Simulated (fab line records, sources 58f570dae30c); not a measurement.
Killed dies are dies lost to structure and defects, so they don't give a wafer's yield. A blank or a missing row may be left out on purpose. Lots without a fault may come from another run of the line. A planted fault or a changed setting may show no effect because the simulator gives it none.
Chamber matching | flow berkeley_cmos170 | UCB170_M2_ETCH_17 on rie_diel-04: 4 sister chambers
The step etches BARC in N2/H2. 20 wafers are shown with their chamber, then 10 later ones without.

WAFERS WITH THEIR CHAMBER
wafer  | chamber | throttle_valve_pct (%) | drypump_motor_current_A (A) | oes_product_au (a.u.)
L075.4 | 0       | 13.47                  | 5.8                         | 1.007
L075.5 | 3       | 13.35                  | 5.3                         | 0.994
L075.6 | 1       | 13.13                  | 6.0                         | 1.015
L078.3 | 2       | 13.43                  | 5.4                         | 1.015
L078.4 | 3       | 13.35                  | 5.3                         | 0.999
L078.6 | 3       | 13.35                  | 5.3                         | 1.010
L076.1 | 2       | 13.43                  | 5.4                         | 1.000
L076.4 | 1       | 13.11                  | 5.9                         | 1.007
L076.5 | 1       | 13.12                  | 5.9                         | 0.995
L081.1 | 0       | 13.46                  | 5.8                         | 1.013
L081.3 | 1       | 13.12                  | 5.9                         | 1.010
L081.5 | 0       | 13.46                  | 5.8                         | 1.020
L082.2 | 1       | 13.12                  | 5.9                         | 1.011
L082.4 | 2       | 13.43                  | 5.4                         | 1.021
L082.6 | 0       | 13.47                  | 5.8                         | 1.016
L083.4 | 3       | 13.35                  | 5.3                         | 0.997
L083.5 | 0       | 13.46                  | 5.8                         | 1.009
L083.6 | 3       | 13.35                  | 5.3                         | 1.013
L088.2 | 3       | 13.36                  | 5.3                         | 0.999
L088.4 | 2       | 13.44                  | 5.4                         | 1.018

SIGNATURES (means of the wafers above)
reading                 | chamber 0 | chamber 1 | chamber 2 | chamber 3 | scatter within a chamber
throttle_valve_pct      | 13.4640   | 13.1200   | 13.4325   | 13.3517   | 0.00547
drypump_motor_current_A | 5.800     | 5.920     | 5.400     | 5.300     | 0.0224
oes_product_au          | 1.01300   | 1.00760   | 1.01350   | 1.00200   | 0.00748
Rule: a wafer's distance from a chamber is the root of the sum, over the readings, of the square of ((its reading less the chamber's mean) divided by the reading's scatter). The wafer belongs to the nearest chamber; if the next one is less than 2 further off, it can't be placed. The scatter: the root of (the sum of the squares of (reading less its chamber's mean) over the shown wafers, divided by (wafers less chambers)).

WAFERS WITHOUT THEIR CHAMBER
wafer  | throttle_valve_pct (%) | drypump_motor_current_A (A) | oes_product_au (a.u.)
L088.5 | 13.35                  | 5.3                         | 1.009
L090.1 | 13.46                  | 5.8                         | 1.005
L090.5 | 13.46                  | 5.8                         | 1.009
L090.6 | 13.36                  | 5.3                         | 1.013
L092.3 | 13.35                  | 5.3                         | 1.007
L092.4 | 13.45                  | 5.9                         | 1.010
L092.5 | 13.45                  | 5.8                         | 1.006
L093.1 | 13.35                  | 5.3                         | 0.993
L093.4 | 13.12                  | 5.9                         | 1.006
L093.6 | 13.35                  | 5.3                         | 1.006

WHICH CHAMBER EACH WENT THROUGH
wafer  | from the rows above | in truth
L088.5 | 3                   | 3
L090.1 | 0                   | 0
L090.5 | 0                   | 0
L090.6 | 3                   | 3
L092.3 | 3                   | 3
L092.4 | 0                   | 0
L092.5 | 0                   | 0
L093.1 | 3                   | 3
L093.4 | 1                   | 1
L093.6 | 3                   | 3
Placed correctly: 10 of 10. Can't be placed from these rows: 0. Placed wrongly: 0.
